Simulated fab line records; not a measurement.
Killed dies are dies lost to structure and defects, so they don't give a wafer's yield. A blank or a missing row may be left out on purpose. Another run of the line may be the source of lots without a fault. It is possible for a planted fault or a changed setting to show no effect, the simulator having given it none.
fab line records	flow ritCmos
[record] lots = 6	wafers = 18	lastDay = 7
route steps=202 shown NWELL@35 PWELL@39 WELLDRIVE@50 NRETRO@53 M1@202
lots with no fault: from the same line, run without faults
startH: hours from the record's first day to the start of the lot's first wafer shown	waitH: hours from the lot's prior step to this one	" the same as in the row above	L1.1+2: several wafers, shown together as one row	- no value, or no start was given	* or withheld: withheld	< > ~ a bound
route shown NAME@n: a module of which the file shows steps, and the number in the route of the first	usual: mean/standard deviation of fault-free wafers	same: alike in all rows	chamber/n: place in a boat	sites: readings site by site	_std_site: their standard deviation	_edge_site: inner sites' mean taken away from outer sites' mean	radiusMm: for every site, how far away it sits from the centre of the wafer	mask NAME#n: copy n	behind: the last tool/chamber to shape the wafer	hold: reason for holding the lot/hours on hold/outcome of the hold	device: the transistor (n, p or np) that didn't switch	end of line: the tests these same wafers got at the end of their route	step lacking rows: just its recipe	killed: at the first sort, the dies lost to defects and structure; wafer yield is something else	map: a wafer's dies, x killed, . not, _ none there
set.NAME: the setting the step ran with; set.NAME@STEP: the setting that earlier step ran with	model.NAME: the simulator's own value behind a step, which no gauge read
a table for each step, a row for each wafer; lots at some steps of the route
services: a tool's chamber out of use, with start hour (startH, from the record's first day; less than 0 if before it), hours out, and reason
[[steps]]
[step RIT_NWELL_HARDBAKE_07]
[recipe] resist = NOVOLAK	tempC = 140	timeS = 120
[step RIT_NWELL_IMPLANT_08]
[recipe] species = P	energyKev = 170	doseCm2 = 5e+13	tiltDeg = 7
[step RIT_NWELL_STRIP_09]
[recipe] chemistry = O2	timeS = 180	resist = NOVOLAK	platenTempC = withheld	powerW = 500	pressureMtorr = 4000	o2FlowSccm = 4000
[usual] drypumpMotorCurrentA = 5.4/0.42	rfReflPowerW = 6.0/1.1
lot.wafer	tool	chamber	startH	waitH	drypumpMotorCurrentA	rfHoursCounterH	rfReflPowerW
L284.1	plasmaAsher-03	1	26.68	0.1	5.0	22	6.3
L284.5	"	0	"	"	6.0	-	5.7
L284.6	"	1	"	"	5.0	-	5.9
L285.4	plasmaAsher-02	0	31.81	0.1	5.9	-	7.1
L285.5	"	0	"	"	5.8	-	6.3
L285.6	"	1	"	"	4.9	-	5.2
L299.3	plasmaAsher-02	0	100.89	0.1	5.9	-	6.4
L299.4	"	1	"	"	5.0	-	5.3
L299.6	"	0	"	"	5.9	-	6.7
L300.2	plasmaAsher-04	1	106.78	0.1	5.2	47	7.5
L300.3	"	0	"	"	5.6	-	4.1
L300.5	"	1	"	"	5.3	-	7.5
L304.1	plasmaAsher-02	1	126.36	0.1	4.9	47	5.1
L304.2	"	0	"	"	5.9	47	6.6
L304.3	"	0	"	"	5.9	-	7.1
L306.1	plasmaAsher-04	0	135.64	0.1	5.6	2	4.0
L306.5	"	1	"	"	5.3	-	7.4
L306.6	"	0	"	"	5.6	-	3.9
[step RIT_NWELL_TW_MEAS_10]
[usual] NWELL_TW = 2132/17
lot.wafer	tool	chamber	startH	waitH	NWELL_TW
L284.1	filmMetro-02	-	26.85	0.1	2094
L284.5	"	-	"	"	2109
L284.6	"	-	"	"	2109
L285.4	filmMetro-01	-	31.95	0.1	2137
L285.5	"	-	"	"	2136
L285.6	"	-	"	"	2122
L299.3	filmMetro-01	-	101.03	0.1	2131
L299.4	"	-	"	"	2133
L299.6	"	-	"	"	2129
L300.2	filmMetro-01	-	106.97	0.1	2132
L300.3	"	-	"	"	2141
L300.5	"	-	"	"	2154
L304.1	filmMetro-04	-	126.53	0.1	2130
L304.2	"	-	"	"	2132
L304.3	"	-	"	"	2151
L306.1	filmMetro-01	-	135.81	0.1	2139
L306.5	"	-	"	"	2125
L306.6	"	-	"	"	2125
[step RIT_PWELL_HMDS_00]
[recipe] primeTimeS = 60	primeTempC = 140
[step RIT_PWELL_COAT_01]
[recipe] resist = NOVOLAK	spinRpm = 2000	resistThkNm = 1300
[step RIT_PWELL_SOFTBAKE_02]
[recipe] resist = NOVOLAK	tempC = 90	timeS = 60
[step RIT_PWELL_EXPOSE_03]
[recipe] maskId = M3	na = 0.57	targetCdNm = 43700	doseMj = 250
[step RIT_PWELL_PEB_04]
[recipe] resist = NOVOLAK	tempC = withheld	timeS = withheld
[step RIT_PWELL_DEVELOP_05]
[recipe] resist = NOVOLAK	developTimeS = 68	devTempC = 23.45
[step RIT_PWELL_OVL_MEAS_06]
[usual] PWELL_OVL = -0.4/1.4
lot.wafer	tool	chamber	startH	waitH	PWELL_OVL[nm]
L284.1	overlay-01	-	27.92	-	0.7
L284.5	"	-	"	"	0.6
L284.6	"	-	"	"	-1.5
L285.4	overlay-02	-	32.88	-	-1.3
L285.5	"	-	"	"	-2.3
L285.6	"	-	"	"	-1.8
L299.3	overlay-02	-	101.96	-	-1.5
L299.4	"	-	"	"	-2.4
L299.6	"	-	"	"	-2.7
L300.2	overlay-02	-	108.03	-	0.3
L300.3	"	-	"	"	0.6
L300.5	"	-	"	"	0.1
L304.1	overlay-01	-	127.60	-	2.1
L304.2	"	-	"	"	-2.0
L304.3	"	-	"	"	-0.3
L306.1	overlay-01	-	136.75	-	-0.3
L306.5	"	-	"	"	1.1
L306.6	"	-	"	"	0.4
[step RIT_PWELL_HARDBAKE_07]
[recipe] resist = NOVOLAK	tempC = 140	timeS = 120
[step RIT_PWELL_IMPLANT_08]
[recipe] species = B	energyKev = 170	doseCm2 = 7e+13	tiltDeg = 7
[usual] doseIonsCm2 = 6.998e+13/7.4e+10
lot.wafer	tool	chamber	startH	waitH	doseIonsCm2
L284.1	implanter-03	0	28.20	0.2	6.992e+13
L284.5	"	0	"	"	6.993e+13
L284.6	"	0	"	"	7.001e+13
L285.4	implanter-02	0	33.22	0.2	7.006e+13
L285.5	"	0	"	"	7.005e+13
L285.6	"	0	"	"	6.998e+13
L299.3	implanter-02	0	102.28	0.2	6.654e+13
L299.4	"	0	"	"	6.648e+13
L299.6	"	0	"	"	6.643e+13
L300.2	implanter-02	0	108.33	0.2	6.661e+13
L300.3	"	0	"	"	6.639e+13
L300.5	"	0	"	"	6.633e+13
L304.1	implanter-03	0	127.88	0.2	7.005e+13
L304.2	"	0	"	"	6.998e+13
L304.3	"	0	"	"	6.996e+13
L306.1	implanter-03	0	137.04	0.2	6.996e+13
L306.5	"	0	"	"	6.995e+13
L306.6	"	0	"	"	6.998e+13
[step RIT_PWELL_STRIP_09]
[recipe] chemistry = O2	timeS = 180	resist = NOVOLAK	platenTempC = withheld	powerW = 500	pressureMtorr = 4000	o2FlowSccm = 4000
[usual] drypumpMotorCurrentA = 5.5/0.34	rfReflPowerW = 6.1/1.3
lot.wafer	tool	chamber	startH	waitH	drypumpMotorCurrentA	rfHoursCounterH	rfReflPowerW
L284.1	plasmaAsher-02	1	28.35	0.1	4.9	35	5.0
L284.5	"	1	"	"	4.9	-	5.2
L284.6	"	0	"	"	5.8	-	6.8
L285.4	plasmaAsher-04	0	33.36	0.1	5.6	-	4.2
L285.5	"	0	"	"	5.6	-	4.0
L285.6	"	1	"	"	5.2	-	6.9
L299.3	plasmaAsher-02	0	102.44	0.1	5.9	-	6.8
L299.4	"	1	"	"	4.9	-	5.3
L299.6	"	1	"	"	4.9	-	5.2
L300.2	plasmaAsher-01	1	108.46	0.1	5.6	48	8.0
L300.3	"	0	"	"	5.9	-	6.5
L300.5	"	1	"	"	5.6	-	7.8
L304.1	plasmaAsher-04	0	128.03	0.1	5.6	1	4.1
L304.2	"	1	"	"	5.2	1	7.3
L304.3	"	1	"	"	5.2	-	7.5
L306.1	plasmaAsher-04	1	137.19	0.1	5.2	2	7.2
L306.5	"	1	"	"	5.2	-	7.5
L306.6	"	0	"	"	5.6	-	4.2
[step RIT_PWELL_TW_MEAS_10]
[usual] PWELL_TW = 944/8.2
lot.wafer	tool	chamber	startH	waitH	PWELL_TW
L284.1	filmMetro-01	-	28.53	0.1	952
L284.5	"	-	"	"	950
L284.6	"	-	"	"	949
L285.4	filmMetro-01	-	33.50	0.1	950
L285.5	"	-	"	"	953
L285.6	"	-	"	"	952
L299.3	filmMetro-02	-	102.58	0.1	914
L299.4	"	-	"	"	915
L299.6	"	-	"	"	908
L300.2	filmMetro-01	-	108.64	0.1	931
L300.3	"	-	"	"	934
L300.5	"	-	"	"	927
L304.1	filmMetro-02	-	128.21	0.1	935
L304.2	"	-	"	"	933
L304.3	"	-	"	"	934
L306.1	filmMetro-04	-	137.36	0.1	950
L306.5	"	-	"	"	954
L306.6	"	-	"	"	948
[step RIT_WELLDRIVE_ANNEAL_00]
[recipe] tempC = 1100	timeS = 14700	ambient = N2
[step RIT_WELLDRIVE_RS_MEAS_01]
[recipe] thkMeasGauge = four-point-probe
[usual] NWELL_RS = 276.0/0.76
lot.wafer	tool	chamber	startH	waitH	NWELL_RS[ohm/sq]
L284.1	filmMetro-01	-	33.67	0.0	276.2
L284.5	"	-	"	"	276.6
L284.6	"	-	"	"	275.8
L285.4	filmMetro-01	-	38.68	0.1	276.4
L285.5	"	-	"	"	276.3
L285.6	"	-	"	"	276.0
L299.3	filmMetro-04	-	107.74	0.0	276.0
L299.4	"	-	"	"	276.4
L299.6	"	-	"	"	275.0
L300.2	filmMetro-04	-	113.80	0.0	276.1
L300.3	"	-	"	"	274.9
L300.5	"	-	"	"	275.3
L304.1	filmMetro-02	-	133.35	0.0	277.0
L304.2	"	-	"	"	276.2
L304.3	"	-	"	"	277.4
L306.1	filmMetro-04	-	143.76	0.0	276.4
L306.5	"	-	"	"	275.7
L306.6	"	-	"	"	276.1
[step RIT_WELLDRIVE_RS_MEAS_02]
[recipe] thkMeasGauge = four-point-probe
[usual] PWELL_RS = 430.1/1.4
lot.wafer	tool	chamber	startH	waitH	PWELL_RS[ohm/sq]
L284.1	filmMetro-01	-	33.79	0.1	428.6
L284.5	"	-	"	"	429.1
L284.6	"	-	"	"	428.9
L285.4	filmMetro-01	-	38.80	0.1	429.9
L285.5	"	-	"	"	429.1
L285.6	"	-	"	"	428.9
L299.3	filmMetro-04	-	107.86	0.1	444.9
L299.4	"	-	"	"	444.2
L299.6	"	-	"	"	443.3
L300.2	filmMetro-04	-	113.92	0.1	444.0
L300.3	"	-	"	"	444.7
L300.5	"	-	"	"	445.2
L304.1	filmMetro-02	-	133.47	0.1	429.1
L304.2	"	-	"	"	431.1
L304.3	"	-	"	"	430.2
L306.1	filmMetro-04	-	143.88	0.1	428.0
L306.5	"	-	"	"	428.9
L306.6	"	-	"	"	430.0
[step RIT_NRETRO_HMDS_00]
[recipe] primeTimeS = 60	primeTempC = 140
[step RIT_M1_PROBE_99]
[usual] killedAtContacts = 0.1/0.29	killedAtFrontEnd = 6/3	killedDies = 7/3.1	killedOpen = 3.2/1.9	killedShort = 3.3/1.9
[same] grossDies = 264	killed_at_M0_to_M3 = 0	killed_at_M4_up = 0	killedAtBackSide = 0	killedAtOther = 0
lot.wafer	tool	chamber	startH	waitH	killedAtContacts	killedAtFrontEnd	killedDies	killedOpen	killedShort	model.etest.pwellPinched.rsOhmSq	model.etest.pwell.rsOhmSq	model.etest.diodeNplusPwell.bvV	model.etest.diodeNplusPwell.cjFfUm2	model.etest.capNGate.cMinFfUm2
L284.1	prober-02	-	68.84	0.1	0	8	8	6	2	460.8	420.2	5.883	2.089	2.359
L284.5	prober-02	-	69.04	0.2	1	6	7	3	4	466	420.4	5.904	2.085	2.375
L284.6	prober-02	-	69.09	0.2	0	10	10	7	3	461.3	417.1	5.919	2.086	2.361
L285.4	prober-02	-	79.00	0.2	0	7	7	4	3	469.8	419.7	6.009	2.067	2.378
L285.5	prober-02	-	79.05	0.2	0	7	7	4	3	467.2	417.8	5.996	2.061	2.39
L285.6	prober-02	-	79.10	0.2	0	7	7	5	2	459.6	413.6	6.045	2.061	2.39
L299.3	prober-02	-	137.31	0.2	0	4	4	4	0	468.1	427.2	6.033	2.047	2.336
L299.4	prober-02	-	137.36	0.2	0	12	12	6	6	475	431.7	6.078	2.026	2.358
L299.6	prober-02	-	137.46	0.2	0	5	5	0	5	469.1	429.6	6.022	2.027	2.364
L300.2	prober-01	-	145.27	0.1	0	4	4	2	2	463.8	426	6.152	2.01	2.326
L300.3	prober-01	-	145.32	0.2	0	8	8	5	3	456.7	419.7	6.14	1.995	2.343
L300.5	prober-01	-	145.42	0.2	0	6	6	2	4	467.2	431.8	6.189	2.011	2.324
L304.1	prober-01	-	162.83	0.1	0	7	7	3	4	452.9	407.6	6.013	2.063	2.367
L304.2	prober-01	-	162.88	0.1	0	5	5	4	1	449.9	411.4	5.987	2.058	2.333
L304.3	prober-01	-	162.93	0.2	0	6	6	3	3	442.6	404.3	6.008	2.05	2.361
L306.1	prober-02	-	172.12	0.1	1	7	8	2	6	453.8	411.4	5.909	2.081	2.398
L306.5	prober-02	-	172.32	0.2	0	8	8	3	5	454	414.8	5.919	2.081	2.376
L306.6	prober-02	-	172.37	0.2	0	11	11	7	4	452.8	412.5	5.919	2.083	2.384
// killed by level:class
L284.1 GATE:geometricParticle:open=2 FOX1:geometricParticle:open=1 FOX2:geometricParticle:open=1 GATE:geometricParticle:short=1 SPACER:geometricParticle:open=1 SPACER:geometricParticle:short=1 SILICIDE:geometricParticle:open=1
L284.5 FOX2:geometricParticle:short=3 GATE:geometricParticle:open=1 REOX:geometricParticle:short=1 SPACER:geometricParticle:open=1 CONTACT:geometricParticle:open=1
L284.6 GATE:geometricParticle:open=5 FOX1:geometricParticle:open=2 GATE:geometricParticle:short=1 REOX:geometricParticle:short=1 SPACER:geometricParticle:short=1
L285.4 SILICIDE:geometricParticle:short=2 SILICIDE:geometricParticle:open=2 FOX2:geometricParticle:open=1 GATE:geometricParticle:open=1 REOX:geometricParticle:short=1
L285.5 SILICIDE:geometricParticle:open=3 SILICIDE:geometricParticle:short=2 FOX1:geometricParticle:open=1 SPACER:geometricParticle:short=1
L285.6 GATE:geometricParticle:open=2 FOX1:geometricParticle:open=1 FOX2:geometricParticle:short=1 SPACER:geometricParticle:open=1 SILICIDE:geometricParticle:open=1 SILICIDE:geometricParticle:short=1
L299.3 GATE:geometricParticle:open=4
L299.4 FOX1:geometricParticle:short=3 SPACER:geometricParticle:short=3 FOX1:geometricParticle:open=2 SPACER:geometricParticle:open=2 GATE:geometricParticle:open=1 REOX:geometricParticle:open=1
L299.6 GATE:geometricParticle:short=3 FOX1:geometricParticle:short=1 SPACER:geometricParticle:short=1
L300.2 FOX2:geometricParticle:open=1 REOX:geometricParticle:short=1 SPACER:geometricParticle:open=1 SILICIDE:geometricParticle:short=1
L300.3 GATE:geometricParticle:open=3 ACTIVE:geometricParticle:short=1 FOX2:geometricParticle:short=1 GATE:geometricParticle:short=1 REOX:geometricParticle:open=1 SPACER:geometricParticle:open=1
L300.5 FOX1:geometricParticle:short=2 FOX1:geometricParticle:open=1 GATE:geometricParticle:short=1 REOX:geometricParticle:short=1 SPACER:geometricParticle:open=1
L304.1 SILICIDE:geometricParticle:open=2 ACTIVE:geometricParticle:short=1 GATE:geometricParticle:short=1 REOX:geometricParticle:short=1 SPACER:geometricParticle:open=1 SILICIDE:geometricParticle:short=1
L304.2 GATE:geometricParticle:open=3 GATE:geometricParticle:short=1 REOX:geometricParticle:open=1
L304.3 SPACER:geometricParticle:short=2 FOX2:geometricParticle:open=1 FOX2:geometricParticle:short=1 GATE:geometricParticle:open=1 SPACER:geometricParticle:open=1
L306.1 GATE:geometricParticle:short=2 FOX2:geometricParticle:short=1 GATE:geometricParticle:open=1 REOX:geometricParticle:short=1 SILICIDE:geometricParticle:open=1 SILICIDE:geometricParticle:short=1 CONTACT:geometricParticle:short=1
L306.5 GATE:geometricParticle:open=3 REOX:geometricParticle:short=2 SPACER:geometricParticle:short=2 FOX1:geometricParticle:short=1
L306.6 GATE:geometricParticle:open=3 REOX:geometricParticle:open=2 REOX:geometricParticle:short=2 SPACER:geometricParticle:short=2 FOX2:geometricParticle:open=1 SPACER:geometricParticle:open=1
[[services]]
tool	chamber	startH	hours	kind
implanter-03	-	29.82	17.5	repair
implanter-02	-	67.11	4.9	repair
implanter-03	-	90.17	6.3	repair
plasmaAsher-04	-	108.75	9.0	pm
plasmaAsher-04	0	108.75	9.0	ventCycle
plasmaAsher-04	1	108.75	9.0	ventCycle
plasmaAsher-04	0	117.75	-	clean
plasmaAsher-04	1	117.75	-	clean
[[key]]
[firstSign] step = RIT_PWELL_IMPLANT_08	reading = doseIonsCm2	direction = down	sigmas = 47	usual = 6.998e+13	struck = 6.646e+13
[effect] step = RIT_WELLDRIVE_RS_MEAS_02	reading = PWELL_RS	direction = up	sigmas = 9.8	usual = 430.1	struck = 444.4
[modelEffect] step = RIT_M1_PROBE_99	value = etest.pwellPinched.rsOhmSq	without = 451.2	struck = 466.6
metAt RIT_PWELL_IMPLANT_08
struckWafers L299.3,L299.4,L299.6,L300.2,L300.3,L300.5
testerLeftOut L299,L300
onsetBetween 33.22 102.28
[fault] kind = processParameterDrift	tool = implanter-02	chamber = -	onsetH = 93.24	steps = RIT_PWELL_IMPLANT_08	channel = doseCm2	offset = -3.5e+12	shape = step	endH = 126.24	actsIn = theseRecipesOnly	stated = 7e+13
// testerLeftOut: of these lots the tester's yield and bins aren't shown, on N5 and GAA mostly nor the transistor test; their killed dies are dies lost to structure and defects alone, not to doping, threshold or leakage, so they don't give the yield
